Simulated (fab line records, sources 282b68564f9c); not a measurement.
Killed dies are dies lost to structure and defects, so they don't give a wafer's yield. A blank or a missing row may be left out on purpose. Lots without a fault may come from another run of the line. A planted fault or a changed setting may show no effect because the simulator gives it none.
fab line records | flow rit_cmos
record lots=5 wafers=15 last_day=7
route steps=202 shown GATE@94 REOX@98 NLDD@103 PLDD@114 SPACER@125 M1@202
lots that met no fault: from a run of the same line without faults
start_h: hours from the record's first day to the start of the lot's first wafer shown | wait_h: hours since the lot's step before | " the same as in the row above | L1.1+2: a row that stands for several wafers | - no value, or no start given | * or withheld: withheld | < > ~ a bound
route shown NAME@n: a module of which the file shows steps, and the number in the route of the first | usual: mean/standard deviation of fault-free wafers | same: alike in all rows | chamber/n: place in a boat | sites: the reading at each site | _std_site: their standard deviation | _edge_site: outer sites' mean less inner sites' | radius_mm: how far each site lies from the wafer's centre | mask NAME#n: copy n | behind: the tool/chamber that last shaped the wafer | hold: why the lot was held/for how many hours/how that ended | device: the transistor (n, p or np) that didn't switch | end of line: the same wafers' tests at the end of the route | a step without rows: its recipe alone | killed: dies lost to structure and defects at the first sort, not the wafer's yield | map: a wafer's dies, x killed, . not, _ none there
set.NAME: the setting as run; set.NAME@STEP: as run at that earlier step | model.NAME: the simulator's own value behind a step, which no gauge read
lots at some steps of the route; a table a step, a row a wafer
services: from which hour (start_h, from the record's first day; less than 0 if before it) a tool's chamber was out of use, for how many hours, and why
## steps
# step RIT_GATE_HARDBAKE_18
# recipe resist=NOVOLAK temp_c=140 time_s=60
# step RIT_GATE_ETCH_19
# recipe chemistry=SF6/CHF3/O2 time_s=165 SF6_flow_sccm=30 CHF3_flow_sccm=30 O2_flow_sccm=5 target=poly-Si pressure_mtorr=40 rf_w=160 target_depth_a=3125 over_etch_frac=0.25 stop_on=SiO2
# usual drypump_motor_current_A=5.7/0.46 oes_product_au=0.849/0.015 throttle_valve_pct=10.15/0.13
# columns lot.wafer tool chamber start_h wait_h drypump_motor_current_A oes_product_au rf_hours_counter_h throttle_valve_pct
L247.4 rie_si-01 2 53.59 0.1 6.2 0.840 94 9.96
L247.5 " 1 " " 5.9 0.863 - 10.28
L247.6 " 2 " " 6.3 0.846 - 9.94
L251.1 rie_si-02 3 67.37 0.1 4.7 0.859 86 10.19
L251.4 " 0 " " 6.1 0.829 153 10.15
L251.6 " 0 " " 6.2 0.832 - 10.11
L258.1 rie_si-01 0 102.66 0.1 5.6 0.855 28 10.11
L258.3 " 3 " " 5.7 0.834 119 9.98
L258.5 " 0 " " 5.6 0.856 - 10.12
L267.1 rie_si-02 0 145.66 0.1 6.1 0.843 0 10.09
L267.2 " 3 " " 4.7 0.864 87 10.21
L267.6 " 1 " " 5.9 0.863 - 10.35
L269.3 rie_si-02 0 155.41 0.1 6.2 0.844 0 10.11
L269.4 " 1 " " 5.9 0.861 0 10.35
L269.5 " 0 " " 6.1 0.840 - 10.10
# step RIT_GATE_STRIP_20
# recipe chemistry=O2 time_s=180 resist=NOVOLAK platen_temp_c=withheld power_w=500 pressure_mtorr=4000 o2_flow_sccm=4000
# usual drypump_motor_current_A=5.8/0.51
# columns lot.wafer tool chamber start_h wait_h drypump_motor_current_A rf_hours_counter_h
L247.4 plasma_asher-01 0 53.75 0.1 5.5 -
L247.5 " 1 " " 5.2 -
L247.6 " 0 " " 5.5 -
L251.1 plasma_asher-01 0 67.47 0.1 5.5 38
L251.4 " 0 " " 5.5 -
L251.6 " 0 " " 5.5 -
L258.1 plasma_asher-02 0 102.77 0.1 5.6 46
L258.3 " 0 " " 5.6 -
L258.5 " 0 " " 5.6 -
L267.1 plasma_asher-01 1 145.77 0.1 5.1 47
L267.2 " 0 " " 5.5 47
L267.6 " 1 " " 5.1 -
L269.3 plasma_asher-03 0 155.58 0.1 6.0 -
L269.4 " 1 " " 6.7 -
L269.5 " 1 " " 6.7 -
# step RIT_GATE_CD_MEAS_90
# recipe target_cd_nm=150
# usual cd_nm=150.1/2.6
# columns lot.wafer tool chamber start_h wait_h cd_nm
L247.4 cd_sem-02 - 53.93 0.1 150.1
L247.5 " - " " 148.2
L247.6 " - " " 151.1
L251.1 cd_sem-01 - 67.65 0.1 155.9
L251.4 " - " " 152.5
L251.6 " - " " 153.3
L258.1 cd_sem-02 - 102.94 0.1 150.7
L258.3 " - " " 153.4
L258.5 " - " " 153.0
L267.1 cd_sem-02 - 145.94 0.1 149.0
L267.2 " - " " 149.4
L267.6 " - " " 147.6
L269.3 cd_sem-02 - 155.73 0.1 148.0
L269.4 " - " " 147.7
L269.5 " - " " 146.6
# step RIT_REOX_CLEAN_00
# recipe chemistry=SC1 mix=3:3:50 time_s=600 temp_c=75
# step RIT_REOX_CLEAN_01
# recipe chemistry=dHF dilution=50:1 time_s=30
# step RIT_REOX_CLEAN_02
# recipe chemistry=SC2 mix=3:3:50 time_s=600 temp_c=75 dry=n2_spin
# step RIT_REOX_OXIDATION_03
# recipe temp_c=900 ambient=O2 target_thk_a=252 ox_time_s=5580
# step RIT_REOX_THK_MEAS_04
# recipe reads=SiO2_of_REOX_OXIDATION_03
# usual REOX_OXIDE_THK=25.0/0.49
# columns lot.wafer tool chamber start_h wait_h REOX_OXIDE_THK[nm]
L247.4 film_metro-04 - 57.57 0.0 25.7
L247.5 " - " " 25.6
L247.6 " - " " 25.6
L251.1 film_metro-02 - 73.29 0.0 25.0
L251.4 " - " " 25.1
L251.6 " - " " 25.3
L258.1 film_metro-02 - 105.98 0.0 25.4
L258.3 " - " " 25.5
L258.5 " - " " 25.4
L267.1 film_metro-04 - 149.45 0.0 24.6
L267.2 " - " " 24.4
L267.6 " - " " 24.2
L269.3 film_metro-04 - 160.51 0.0 25.7
L269.4 " - " " 25.3
L269.5 " - " " 25.0
# step RIT_NLDD_HMDS_00
# recipe prime_time_s=60 prime_temp_c=140
# step RIT_NLDD_COAT_01
# recipe resist=NOVOLAK spin_rpm=3250 resist_thk_nm=1000
# step RIT_NLDD_SOFTBAKE_02
# recipe resist=NOVOLAK temp_c=90 time_s=60
# step RIT_NLDD_EXPOSE_03
# recipe mask_id=M7 na=0.57 target_cd_nm=40700 dose_mj=250
# usual stage_vel_mm_s=500.01/0.26
# columns lot.wafer tool chamber start_h wait_h mask stage_vel_mm_s
L247.4 iline_stepper-01 0 58.47 0.5 M7#0 499.70
L247.5 " 0 " " M7#0 499.84
L247.6 " 0 " " M7#0 500.25
L251.1 iline_stepper-01 0 73.80 0.1 M7#0 500.05
L251.4 " 0 " " M7#0 500.08
L251.6 " 0 " " M7#0 500.17
L258.1 iline_stepper-01 0 106.49 0.1 M8#0 499.90
L258.3 " 0 " " M8#0 499.99
L258.5 " 0 " " M8#0 500.12
L267.1 iline_stepper-02 0 149.99 0.2 M7#0 500.21
L267.2 " 0 " " M7#0 500.26
L267.6 " 0 " " M7#0 500.07
L269.3 iline_stepper-01 0 161.17 0.2 M7#0 499.91
L269.4 " 0 " " M7#0 500.29
L269.5 " 0 " " M7#0 500.15
# step RIT_NLDD_PEB_04
# recipe resist=NOVOLAK temp_c=withheld time_s=withheld
# step RIT_NLDD_DEVELOP_05
# recipe resist=NOVOLAK develop_time_s=50 dev_temp_c=23
# step RIT_NLDD_OVL_MEAS_06
# usual NLDD_OVL=-0.4/1.7
# columns lot.wafer tool chamber start_h wait_h NLDD_OVL[nm]
L247.4 overlay-02 - 58.83 - -0.2
L247.5 " - " " -1.3
L247.6 " - " " -0.4
L251.1 overlay-02 - 74.20 - 0.9
L251.4 " - " " -0.9
L251.6 " - " " -0.9
L258.1 overlay-01 - 106.89 - -
L258.3 " - " " -
L258.5 " - " " -
L267.1 overlay-01 - 150.39 - -2.2
L267.2 " - " " -0.4
L267.6 " - " " -1.5
L269.3 overlay-01 - 161.54 - 1.8
L269.4 " - " " 0.5
L269.5 " - " " 2.4
# step RIT_NLDD_HARDBAKE_07
# recipe resist=NOVOLAK temp_c=140 time_s=60
# step RIT_NLDD_IMPLANT_08
# recipe species=P energy_kev=20 dose_cm2=5e+14 tilt_deg=7
# step RIT_NLDD_STRIP_09
# recipe chemistry=O2 time_s=180 resist=NOVOLAK platen_temp_c=withheld power_w=500 pressure_mtorr=4000 o2_flow_sccm=4000
# usual drypump_motor_current_A=5.5/0.4
# columns lot.wafer tool chamber start_h wait_h drypump_motor_current_A rf_hours_counter_h
L247.4 plasma_asher-04 1 59.21 0.1 5.2 -
L247.5 " 1 " " 5.1 -
L247.6 " 0 " " 5.6 -
L251.1 plasma_asher-03 1 74.54 0.1 6.7 45
L251.4 " 0 " " 5.9 -
L251.6 " 1 " " 6.7 -
L258.1 plasma_asher-01 0 107.23 0.1 5.5 43
L258.3 " 1 " " 5.1 -
L258.5 " 1 " " 5.1 -
L267.1 plasma_asher-04 1 150.85 0.1 5.2 35
L267.2 " 0 " " 5.6 35
L267.6 " 1 " " 5.1 -
L269.3 plasma_asher-04 1 161.92 0.1 5.2 -
L269.4 " 0 " " 5.6 -
L269.5 " 0 " " 5.7 -
# step RIT_NLDD_TW_MEAS_10
# usual NLDD_TW=2467/19
# columns lot.wafer tool chamber start_h wait_h NLDD_TW
L247.4 film_metro-04 - 59.36 0.1 2448
L247.5 " - " " 2445
L247.6 " - " " 2451
L251.1 film_metro-01 - 74.72 0.1 2482
L251.4 " - " " 2498
L251.6 " - " " 2491
L258.1 film_metro-04 - 107.40 0.1 29
L258.3 " - " " 30
L258.5 " - " " 29
L267.1 film_metro-04 - 151.02 0.1 2461
L267.2 " - " " 2460
L267.6 " - " " 2462
L269.3 film_metro-01 - 162.06 0.1 2487
L269.4 " - " " 2496
L269.5 " - " " 2497
# step RIT_PLDD_HMDS_00
# recipe prime_time_s=60 prime_temp_c=140
# step RIT_PLDD_COAT_01
# recipe resist=NOVOLAK spin_rpm=3250 resist_thk_nm=1000
# step RIT_PLDD_SOFTBAKE_02
# recipe resist=NOVOLAK temp_c=90 time_s=60
# step RIT_PLDD_EXPOSE_03
# recipe mask_id=M8 na=0.57 target_cd_nm=40900 dose_mj=250
# step RIT_PLDD_PEB_04
# recipe resist=NOVOLAK temp_c=withheld time_s=withheld
# step RIT_PLDD_DEVELOP_05
# recipe resist=NOVOLAK develop_time_s=50 dev_temp_c=23
# step RIT_PLDD_OVL_MEAS_06
# usual PLDD_OVL=-0.2/1.2
# columns lot.wafer tool chamber start_h wait_h PLDD_OVL[nm]
L247.4 overlay-02 - 60.37 - -0.7
L247.5 " - " " -0.9
L247.6 " - " " -0.9
L251.1 overlay-02 - 75.63 - 0.9
L251.4 " - " " -0.1
L251.6 " - " " 1.2
L258.1 overlay-01 - 108.55 - 2.1
L258.3 " - " " -0.1
L258.5 " - " " -0.5
L267.1 overlay-02 - 152.38 - 0.2
L267.2 " - " " 1.3
L267.6 " - " " 1.1
L269.3 overlay-02 - 163.09 - 1.2
L269.4 " - " " 0.3
L269.5 " - " " 0.6
# step RIT_PLDD_HARDBAKE_07
# recipe resist=NOVOLAK temp_c=140 time_s=60
# step RIT_PLDD_IMPLANT_08
# recipe species=BF2 energy_kev=20 dose_cm2=9e+14 tilt_deg=7
# step RIT_PLDD_STRIP_09
# recipe chemistry=O2 time_s=180 resist=NOVOLAK platen_temp_c=withheld power_w=500 pressure_mtorr=4000 o2_flow_sccm=4000
# usual drypump_motor_current_A=5.7/0.47
# columns lot.wafer tool chamber start_h wait_h drypump_motor_current_A rf_hours_counter_h
L247.4 plasma_asher-02 0 60.74 0.1 5.6 -
L247.5 " 0 " " 5.6 -
L247.6 " 1 " " 5.5 -
L251.1 plasma_asher-03 0 75.96 0.1 5.9 45
L251.4 " 1 " " 6.7 -
L251.6 " 1 " " 6.7 -
L258.1 plasma_asher-02 0 108.89 0.1 5.6 47
L258.3 " 1 " " 5.5 -
L258.5 " 1 " " 5.5 -
L267.1 plasma_asher-03 0 152.71 0.1 5.9 4
L267.2 " 1 " " 6.7 4
L267.6 " 0 " " 5.9 -
L269.3 plasma_asher-03 1 163.61 0.1 6.7 -
L269.4 " 0 " " 5.9 -
L269.5 " 0 " " 5.9 -
# step RIT_PLDD_TW_MEAS_10
# usual PLDD_TW=2332/16
# columns lot.wafer tool chamber start_h wait_h PLDD_TW
L247.4 film_metro-01 - 60.89 0.1 2348
L247.5 " - " " 2342
L247.6 " - " " 2339
L251.1 film_metro-01 - 76.14 0.1 2355
L251.4 " - " " 2355
L251.6 " - " " 2350
L258.1 film_metro-01 - 109.06 0.1 2860
L258.3 " - " " 2847
L258.5 " - " " 2841
L267.1 film_metro-03 - 152.89 0.1 2354
L267.2 " - " " 2347
L267.6 " - " " 2354
L269.3 film_metro-03 - 163.75 0.1 2355
L269.4 " - " " 2358
L269.5 " - " " 2351
# step RIT_SPACER_CLEAN_00
# recipe chemistry=SC1 mix=3:3:50 time_s=600 temp_c=75
# step RIT_M1_PROBE_99
# usual killed_at_front_end=7/3 killed_dies=7/3 killed_on_rim=2/1.4 killed_open=3.6/1.9 killed_short=3.2/1.8
# same gross_dies=264 killed_at_M0_to_M3=0 killed_at_M4_up=0 killed_at_back_side=0 killed_at_contacts=0 killed_at_other=0
# columns lot.wafer tool chamber start_h wait_h killed_at_front_end killed_dies killed_on_rim killed_open killed_short
L247.4 prober-02 - 76.03 0.2 6 6 2 2 4
L247.5 prober-02 - 76.08 0.2 10 10 2 6 4
L247.6 prober-02 - 76.13 0.2 4 4 0 2 2
L251.1 prober-01 - 90.75 0.1 4 4 1 3 1
L251.4 prober-01 - 90.90 0.2 6 6 1 5 1
L251.6 prober-01 - 91.00 0.2 6 6 2 3 3
L258.1 prober-02 - 122.60 0.1 264 264 70 3 4
L258.3 prober-02 - 122.70 0.2 264 264 70 3 2
L258.5 prober-02 - 122.80 0.2 264 264 70 6 10
L267.1 prober-01 - 167.32 0.1 8 8 2 3 5
L267.2 prober-01 - 167.37 0.1 5 5 2 1 4
L267.6 prober-01 - 167.57 0.2 5 5 1 2 3
# killed by level:class
L247.4 FOX1:geometric_particle:short=1 FOX1:geometric_particle:open=1 GATE:geometric_particle:short=1 REOX:geometric_particle:short=1 SPACER:geometric_particle:short=1 SPACER:geometric_particle:open=1
L247.5 FOX1:geometric_particle:open=2 GATE:geometric_particle:open=2 SILICIDE:geometric_particle:short=2 GATE:geometric_particle:short=1 REOX:geometric_particle:open=1 REOX:geometric_particle:short=1 SILICIDE:geometric_particle:open=1
L247.6 GATE:geometric_particle:open=2 FOX1:geometric_particle:short=1 REOX:geometric_particle:short=1
L251.1 GATE:geometric_particle:open=3 FOX2:geometric_particle:short=1
L251.4 GATE:geometric_particle:open=2 FOX1:geometric_particle:open=1 FOX2:geometric_particle:open=1 GATE:geometric_particle:short=1 SILICIDE:geometric_particle:open=1
L251.6 FOX1:geometric_particle:short=3 GATE:geometric_particle:open=2 FOX1:geometric_particle:open=1
L258.1 NLDD:area_expose=257 GATE:geometric_particle:short=3 FOX1:geometric_particle:open=2 FOX1:geometric_particle:short=1 REOX:geometric_particle:open=1
L258.3 NLDD:area_expose=259 SPACER:geometric_particle:open=2 GATE:geometric_particle:open=1 GATE:geometric_particle:short=1 SILICIDE:geometric_particle:short=1
L258.5 NLDD:area_expose=248 GATE:geometric_particle:short=6 GATE:geometric_particle:open=2 REOX:geometric_particle:short=2 SPACER:geometric_particle:open=2 FOX1:geometric_particle:short=1 REOX:geometric_particle:open=1 SPACER:geometric_particle:short=1
L267.1 GATE:geometric_particle:short=3 FOX1:geometric_particle:short=2 FOX1:geometric_particle:open=1 GATE:geometric_particle:open=1 SILICIDE:geometric_particle:open=1
L267.2 FOX2:geometric_particle:short=2 FOX1:geometric_particle:short=1 FOX2:geometric_particle:open=1 GATE:geometric_particle:short=1
L267.6 FOX2:geometric_particle:short=1 GATE:geometric_particle:short=1 GATE:geometric_particle:open=1 REOX:geometric_particle:short=1 REOX:geometric_particle:open=1
# map L258.1 (x killed, . not)
________xxxxxxx_______
_____xxxxxxxxxxxxx____
____xxxxxxxxxxxxxxx___
___xxxxxxxxxxxxxxxxx__
__xxxxxxxxxxxxxxxxxxx_
__xxxxxxxxxxxxxxxxxxx_
_xxxxxxxxxxxxxxxxxxxxx
_xxxxxxxxxxxxxxxxxxxxx
_xxxxxxxxxxxxxxxxxxxxx
_xxxxxxxxxxxxxxxxxxxxx
__xxxxxxxxxxxxxxxxxxx_
__xxxxxxxxxxxxxxxxxxx_
___xxxxxxxxxxxxxxxxx__
____xxxxxxxxxxxxxxx___
_____xxxxxxxxxxxxx____
________xxxxxxx_______
# map L247.5 (x killed, . not)
________......._______
_____.............____
____...............___
___.................__
__.....x............._
__..................._
_.........x.....x.....
_.....................
_.....................
_.....................
__..................._
__......x..x..xx....._
___.................__
____......x........___
_____.............____
________.x..x.._______
## services
# columns tool chamber start_h hours kind
rie_si-02 2 33.89 4.1 repair
rie_si-01 - 55.05 0.1 repair
plasma_asher-04 - 73.26 1.3 repair
iline_stepper-01 - 75.29 1.7 pm
rie_si-02 0 94.99 - clean
rie_si-02 0 94.99 17.5 scheduled_down
rie_si-02 0 94.99 17.5 vent_cycle
plasma_asher-03 - 108.75 9.0 pm
plasma_asher-03 0 108.75 9.0 vent_cycle
plasma_asher-03 1 108.75 9.0 vent_cycle
rie_si-02 1 112.48 - clean
rie_si-02 1 112.48 22.1 scheduled_down
rie_si-02 1 112.48 22.1 vent_cycle
plasma_asher-03 0 117.75 - clean
plasma_asher-03 1 117.75 - clean
iline_stepper-01 - 129.59 2.1 pm
plasma_asher-04 - 131.30 3.8 repair
iline_stepper-01 - 131.68 - consumable_replace:lamp
rie_si-01 - 133.55 2.8 pm
plasma_asher-02 - 153.93 14.6 pm
plasma_asher-04 - 157.03 1.3 repair
## key
first_sign step=RIT_NLDD_EXPOSE_03 reading=mask direction=changed
effect step=RIT_NLDD_OVL_MEAS_06 reading=NLDD_OVL direction=missing
effect step=RIT_NLDD_TW_MEAS_10 reading=NLDD_TW direction=down sigmas=99+ usual=2467 struck=29
effect step=RIT_PLDD_TW_MEAS_10 reading=PLDD_TW direction=up sigmas=33 usual=2332 struck=2849
effect step=RIT_M1_PROBE_99 reading=killed_at_front_end direction=up sigmas=85 usual=7 struck=264
more_kills_born_at RIT_NLDD_EXPOSE_03@iline_stepper-01=764
met_at RIT_NLDD_EXPOSE_03
struck_wafers L258.1,L258.3,L258.5
tester_left_out L258
onset_between 73.80 106.49
fault kind=wrong_mask tool=any chamber=- onset_h=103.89 steps=RIT_NLDD_EXPOSE_03 aux_copy=M8#0 scope=struck_lots_only
# tester_left_out: of these lots the tester's yield and bins aren't shown, on N5 and GAA mostly nor the transistor test; their killed dies are dies lost to structure and defects alone, not to doping, threshold or leakage, so they don't give the yield
